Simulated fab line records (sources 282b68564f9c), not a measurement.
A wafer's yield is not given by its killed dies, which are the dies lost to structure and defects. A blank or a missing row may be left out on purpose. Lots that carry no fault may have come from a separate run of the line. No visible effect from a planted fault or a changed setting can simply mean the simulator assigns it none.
A lot that was struck, set against a sound lot    flow ritCmos    21 out of 202 route steps
Sound: the wafers L488.1, L488.3, L488.4. Wafers struck: L483.3, L483.5, L483.6. The cause is given at the end.
At each step with rows: each side's tool, then ch and its chambers, then its first start. Under that, the readings that differ: sound wafers    struck wafers    difference of the means    sigmas: that difference in standard deviations of wafers without a fault.
alike: readings whose means differ by less than 2 such deviations, and words and numbers that are the same on both sides. not compared: withheld readings, readings that some wafer has no value for, bounds like >300 that may hide the same value, and numbers for which the record gives no deviation and whose values overlap.
The two part at a step that has a row with sigmas, a row that says differs or no value, or rows on one side only. When numbers do not overlap yet have no deviation, they are printed without sigmas and do not part them. A reading that every wafer of one side lacks parts them only if that side has two wafers or more.

first, 6 steps without rows for these wafers: RIT_NSD_HMDS_00 (prime time 60 s); RIT_NSD_COAT_01 (resist thk 1000 nm); RIT_NSD_SOFTBAKE_02 (time 60 s); RIT_NSD_EXPOSE_03 (exposes mask M9, target cd 40700 nm); RIT_NSD_PEB_04; RIT_NSD_DEVELOP_05 (develop time 50 s).
RIT_NSD_OVL_MEAS_06:
  sound on overlay-01, day 6 21:42; struck on overlay-01, day 5 20:40
  alike: NSD_OVL
then, 2 steps without rows for these wafers: RIT_NSD_HARDBAKE_07 (time 60 s); RIT_NSD_IMPLANT_08.
RIT_NSD_STRIP_09: strips in O2, time 180 s.
  sound on plasmaAsher-01 ch 0,1, day 6 22:02; struck on plasmaAsher-01 ch 0,1, day 5 21:03
  alike: drypumpMotorCurrentA, rfReflPowerW
  not compared: rfHoursCounterH
RIT_NSD_TW_MEAS_10:
  sound on filmMetro-03, day 6 22:13; struck on filmMetro-04, day 5 21:11
  alike: NSD_TW
then, 1 step without rows for these wafers: RIT_PSD_HMDS_00 (prime time 60 s).
RIT_PSD_COAT_01: resist thk 1000 nm.
  sound on lithoTrack-01 ch 0, day 6 22:25; struck on lithoTrack-04 ch 0, day 5 21:36
reading                                  sound                 struck                difference  sigmas
spinSpeedRpm (rpm)                       3247.7 3247.2 3250.1  3411.5 3415.3 3411.3  +164.4      +78
model.NOVOLAK_of_PSD_COAT_01.thkNm (nm)  1001 1004 1004        979.6 980 979.2       -23.4       
then, 4 steps without rows for these wafers: RIT_PSD_SOFTBAKE_02 (time 60 s); RIT_PSD_EXPOSE_03 (exposes mask M10, target cd 40900 nm); RIT_PSD_PEB_04; RIT_PSD_DEVELOP_05 (develop time 50 s).
RIT_PSD_OVL_MEAS_06:
  sound on overlay-01, day 6 23:22; struck on overlay-01, day 5 22:30
  alike: PSD_OVL
RIT_PSD_HARDBAKE_07: time 60 s.
  sound on lithoTrack-01 ch 0, day 6 23:23; struck on lithoTrack-01 ch 0, day 5 22:35
reading                                  sound              struck           difference  sigmas
model.NOVOLAK_of_PSD_COAT_01.thkNm (nm)  884.3 887.1 886.9  866 866.2 865.5  -20         
then, 1 step without rows for these wafers: RIT_PSD_IMPLANT_08.
RIT_M1_PROBE_99:
  sound on prober-02, day 7 07:58; struck on prober-01, day 6 07:10
  alike: killedAtContacts, killedAtFrontEnd, killedDies, killedOpen, killedShort

WHERE THEY PART
At RIT_PSD_COAT_01 and nowhere else, as far as this record goes. Later steps at which nothing parts them and some readings are alike: RIT_PSD_OVL_MEAS_06, RIT_M1_PROBE_99.

WHY: the cause the simulator had injected
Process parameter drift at RIT_PSD_COAT_01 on lithoTrack-04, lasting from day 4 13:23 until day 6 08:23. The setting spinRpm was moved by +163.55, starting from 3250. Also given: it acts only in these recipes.
